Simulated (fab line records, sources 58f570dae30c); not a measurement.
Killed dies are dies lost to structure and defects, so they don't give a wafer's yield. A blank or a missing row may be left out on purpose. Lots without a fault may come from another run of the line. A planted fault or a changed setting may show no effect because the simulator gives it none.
Which tool did it? | flow berkeley_cmos170 | 14 lots, 42 wafers sampled, at 4 steps of a route of 331

WHAT THE GAUGES READ, wafer by wafer
UCB170_START_BOW_MEAS_00. Usual: INCOMING_BOW 0 um, standard deviation 6.7.
lot  | measured    | on            | INCOMING_BOW (um) | flag
L319 | day 1 10:01 | film_metro-04 | 0 9 -9            |
L320 | day 1 15:01 | film_metro-03 | 6 -8 -6           |
L322 | day 2 01:01 | film_metro-03 | -6 2 -8           |
L323 | day 2 06:00 | film_metro-01 | -4 -6 3           |
L324 | day 2 11:00 | film_metro-04 | -1 9 10           |
L325 | day 2 16:00 | film_metro-04 | 14 4 2            |
L327 | day 3 02:00 | film_metro-01 | 2 5 -1            |
L328 | day 3 07:08 | film_metro-03 | -2 2 -13          |
L329 | day 3 12:00 | film_metro-03 | 4 5 -2            |
L330 | day 3 17:00 | film_metro-01 | 1 -11 -6          |
L331 | day 3 22:00 | film_metro-03 | 1 -4 -6           |
L332 | day 4 03:00 | film_metro-03 | 7 -15 -9          |
L334 | day 4 13:00 | film_metro-03 | -6 12 -4          |
L336 | day 4 23:01 | film_metro-04 | -7 -18 9          |

UCB170_GATE_CD_MEAS_12: target cd 350 nm. Usual: cd_nm 349.9 nm, standard deviation 1.3.
lot  | measured     | on        | cd_nm (nm)        | flag
L319 | day 5 23:27  | cd_sem-02 | 350.5 350.1 349.9 |
L320 | day 5 23:44  | cd_sem-01 | 348.4 349.3 350.0 |
L322 | day 6 15:09  | cd_sem-01 | 349.7 348.0 348.5 |
L323 | day 6 14:52  | cd_sem-02 | 352.1 351.0 351.9 |
L324 | day 7 04:24  | cd_sem-02 | 349.7 348.3 348.5 |
L325 | day 7 04:58  | cd_sem-02 | 349.4 349.0 348.5 |
L327 | day 8 06:18  | cd_sem-01 | 351.2 349.5 351.6 |
L328 | day 8 06:32  | cd_sem-02 | 349.6 347.9 349.4 |
L329 | day 8 06:25  | cd_sem-02 | 350.5 351.5 350.8 |
L330 | day 8 14:50  | cd_sem-01 | 351.1 350.2 351.7 |
L331 | day 8 15:06  | cd_sem-02 | 348.4 347.9 346.8 |
L332 | day 10 04:29 | cd_sem-01 | 349.5 348.7 349.9 |
L334 | day 10 03:59 | cd_sem-01 | 351.9 351.3 352.2 |
L336 | day 9 15:56  | cd_sem-01 | 348.0 350.3 349.3 |

UCB170_PSD_CD_MEAS_06: target cd 1200 nm. Usual: cd_nm 1199.6 nm, standard deviation 1.8.
lot  | measured     | on        | cd_nm (nm)           | flag
L319 | day 6 09:13  | cd_sem-02 | 1200.3 1200.8 1199.1 |
L320 | day 6 09:30  | cd_sem-02 | 1198.8 1199.1 1199.5 |
L322 | day 7 02:43  | cd_sem-01 | 1200.1 1200.5 1198.6 |
L323 | day 7 02:25  | cd_sem-02 | 1199.5 1201.5 1200.5 |
L324 | day 7 14:37  | cd_sem-02 | 1201.1 1200.4 1200.3 |
L325 | day 7 14:44  | cd_sem-02 | 1198.6 1200.0 1199.2 |
L327 | day 8 16:39  | cd_sem-01 | 1202.1 1200.8 1201.7 |
L328 | day 8 17:02  | cd_sem-02 | 1197.9 1197.3 1199.0 |
L329 | day 8 16:39  | cd_sem-02 | 1202.2 1201.1 1203.0 |
L330 | day 8 23:40  | cd_sem-02 | 1200.3 1198.9 1199.7 |
L331 | day 8 23:56  | cd_sem-02 | 1199.0 1198.8 1199.4 |
L332 | day 10 13:57 | cd_sem-02 | 1201.0 1200.2 1201.3 |
L334 | day 10 13:49 | cd_sem-01 | 1198.5 1199.2 1199.6 |
L336 | day 10 05:29 | cd_sem-02 | 1198.7 1197.9 1199.2 |

WHICH TOOL RAN EACH LOT (tool, then ch and the chambers of the sampled wafers, then the start)
lot  | UCB170_GATE_OXIDATION_01
L319 | furnace-01 ch 0, day 5 14:20
L320 | furnace-01 ch 0, day 5 14:20
L322 | furnace-02 ch 0, day 6 06:32
L323 | furnace-02 ch 0, day 6 06:32
L324 | furnace-02 ch 0, day 6 19:46
L325 | furnace-02 ch 0, day 6 19:46
L327 | furnace-02 ch 0, day 7 19:28
L328 | furnace-02 ch 0, day 7 19:28
L329 | furnace-02 ch 0, day 7 19:28
L330 | furnace-01 ch 0, day 8 05:36
L331 | furnace-01 ch 0, day 8 05:36
L332 | furnace-01 ch 0, day 9 19:49
L334 | furnace-01 ch 0, day 9 19:49
L336 | furnace-02 ch 0, day 9 06:48
- UCB170_GATE_OXIDATION_01: target thk 6.6 nm, ox time 1800 s.

WHAT THE TOOLS THEMSELVES READ (means of the sampled wafers that have a number; where no wafer has one, the mark that the record gives instead)
The record holds no such reading with a usual standard deviation.

THE ANSWER, worked out from the rows above alone
Rule: a lot is off if the mean of its wafers that have a number lies more than 3 standard deviations from the usual mean. A lot without any number at a reading at which 4 lots or more have one is off too. The other lots that the step has rows for count as sound. The gauges are gone through in route order, then the tools' own readings, and for those a lot's mean is taken as printed above. The first step at which some lot is off is used, and at that step the reading that is off furthest; a lot without a number counts as furthest.
No lot is off at any reading shown: from this, nothing can be told.

WHAT THE SIMULATOR HAD PUT IN
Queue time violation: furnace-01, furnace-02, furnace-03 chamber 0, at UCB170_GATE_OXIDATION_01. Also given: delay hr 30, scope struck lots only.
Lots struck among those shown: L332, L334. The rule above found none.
